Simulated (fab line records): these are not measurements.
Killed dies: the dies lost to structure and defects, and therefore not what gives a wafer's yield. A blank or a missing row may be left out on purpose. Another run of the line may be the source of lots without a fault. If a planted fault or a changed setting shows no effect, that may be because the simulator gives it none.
What tool caused it?	flow ritCmos	7 lots with 21 wafers sampled at 2 steps, on a route of 202 steps

WHAT THE GAUGES SHOWED, per wafer
RIT_PRETRO_OVL_MEAS_06.
lot	measured	on	PRETRO_OVL (nm)
L896	day 2 19:31	overlay-01	0.2 -0.4 -0.2
L899	day 3 09:34	overlay-02	-2.1 -1.2 -2.7
L907	day 5 03:02	overlay-02	-2.2 -0.9 0.6
L909	day 5 11:57	overlay-01	-0.3 -0.3 0.0
L913	day 6 06:31	overlay-02	-1.7 -3.2 -0.9
L915	day 6 20:06	overlay-01	1.4 1.0 1.0
L917	day 7 02:34	overlay-01	2.1 1.9 0.2

WHICH TOOL RAN EACH LOT (tool, then ch and the chambers of the sampled wafers, then the start)
lot	RIT_ACTIVE_STRIP_14
L896	plasmaAsher-02 ch 1, day 2 01:51
L899	plasmaAsher-01 ch 0,1, day 2 15:55
L907	plasmaAsher-04 ch 0,1, day 4 09:32
L909	plasmaAsher-04 ch 0,1, day 4 18:38
L913	plasmaAsher-01 ch 0,1, day 5 15:02
L915	plasmaAsher-01 ch 0,1, day 6 01:37
L917	plasmaAsher-04 ch 0,1, day 6 10:02
- RIT_ACTIVE_STRIP_14: strips in O2, time 180 s.

THE ANSWER, worked out from the rows above alone
Rule: usual is defined by the lots themselves. The widest of any qualifying gaps counts: lots, ordered by their means at a reading, are off when they make up no more than a third of the lots, leave a main group of 4 or more, and stand apart from it by 3 or more times the standard deviation of that group's means. The tables above print the reading to a certain number of digits; a main group whose means all agree to those digits is not used. Also off: a lot with no number at a reading for which 4 or more lots have one. The other lots that the step has rows for count as sound.
None of the lots is off at any reading shown; this tells nothing.

WHAT HAD BEEN PUT IN BY THE SIMULATOR
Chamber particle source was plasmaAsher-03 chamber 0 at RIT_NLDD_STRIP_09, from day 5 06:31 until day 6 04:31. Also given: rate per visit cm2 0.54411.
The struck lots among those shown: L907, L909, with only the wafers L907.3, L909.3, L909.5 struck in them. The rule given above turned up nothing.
